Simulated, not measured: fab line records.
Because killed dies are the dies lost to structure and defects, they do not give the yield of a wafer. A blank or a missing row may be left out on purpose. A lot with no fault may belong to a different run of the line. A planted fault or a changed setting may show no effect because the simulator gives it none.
One fault through the eyes of 2 desks / flow rit_cmos / what lay behind the numbers comes last; until then each desk has only its own

## AT THE TOOL OWNER'S DESK: implanter-04
For each lot that ran on this tool, the mean over its sampled wafers that have a number, from the tool's own readings at RIT_NSD_IMPLANT_08. The brackets show how far a lot's mean lies from the usual mean; more than 4 standard deviations puts the lot out of limits, marked OUT.
Columns: A = beam_energy_keV at RIT_NSD_IMPLANT_08, usual 25.001; B = dose_ions_cm2 at RIT_NSD_IMPLANT_08, usual 1e+15; C = faraday_current_uA at RIT_NSD_IMPLANT_08, usual 3129
lot=L165; first seen here=day 5 03:36; A=24.997; B=7e+14 (-99 or more) OUT; C=2209 (-14) OUT
lot=L168; first seen here=day 5 15:55; A=25.008; B=7e+14 (-99 or more) OUT; C=2173 (-15) OUT
Finding of this desk: L165, L168 out of limits; the first was L165 at day 5 03:36, on dose_ions_cm2 at RIT_NSD_IMPLANT_08. In limits: none.

## FROM THE METROLOGY DESK
Lot by lot, what the gauges showed, no matter which tool ran the lot: averages of those sampled wafers that carry a number. The brackets show how far a lot's mean lies from the usual mean; more than 4 standard deviations puts the lot out of limits, marked OUT.
Columns: A = NSD_TW at RIT_NSD_TW_MEAS_10, usual 3117; B = NSD_RS at RIT_SDANNEAL_RS_MEAS_05, usual 84.52 ohm/sq; C = cd_nm at RIT_CONTACT_CD_MEAS_08, usual 999.8 nm
lot=L155; first seen here=day 3 00:16; A=3095; B=84.38; C=1004.1
lot=L156; first seen here=day 3 05:40; A=3091; B=84.41; C=999.9
lot=L157; first seen here=day 3 13:47; A=3129; B=84.75; C=998.5
lot=L158; first seen here=day 3 18:05; A=3092; B=84.45; C=1001.5
lot=L164; first seen here=day 4 20:03; A=3094; B=84.30; C=999.4
lot=L165; first seen here=day 5 03:55; A=2867 (-8.6) OUT; B=111.83 (+99 or more) OUT; C=1000.2
lot=L166; first seen here=day 5 07:22; A=3155; B=84.00; C=1001.1
lot=L168; first seen here=day 5 16:22; A=2855 (-9.0) OUT; B=112.74 (+99 or more) OUT; C=996.0
lot=L170; first seen here=day 6 04:33; A=3109; B=84.51; C=998.0
lot=L172; first seen here=day 6 13:06; A=3104; B=84.62; C=1001.8
lot=L174; first seen here=day 6 23:37; A=3111; B=84.58; C=1000.0
lot=L175; first seen here=day 7 05:55; A=3142; B=84.69; C=1001.5
lot=L176; first seen here=day 7 08:30; A=3153; B=84.15; C=1004.9
This desk reports L165, L168 out of limits; the earliest was L165 at day 5 03:55 (NSD_TW at RIT_NSD_TW_MEAS_10). Within limits: L155, L156, L157, L158, L164, L166, L170, L172, L174, L175, L176.

## ALL TOGETHER
At day 5 03:36, on L165, L168, the tool owner's desk was in a position to raise an alarm.
An alarm was possible from the metrology desk at day 5 03:55, on L165, L168.
RIT_NSD_IMPLANT_08 was run on implanter-04 by each of the lots named.

## WHAT HAD BEEN PUT IN BY THE SIMULATOR
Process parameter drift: implanter-04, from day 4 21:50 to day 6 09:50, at RIT_NSD_IMPLANT_08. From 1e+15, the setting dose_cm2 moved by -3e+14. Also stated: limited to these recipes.
Struck lots among those shown: L165, L168.
Hours from the fault's start to each desk's first reading out of limits: the tool owner's desk, 6; the metrology desk, 6.
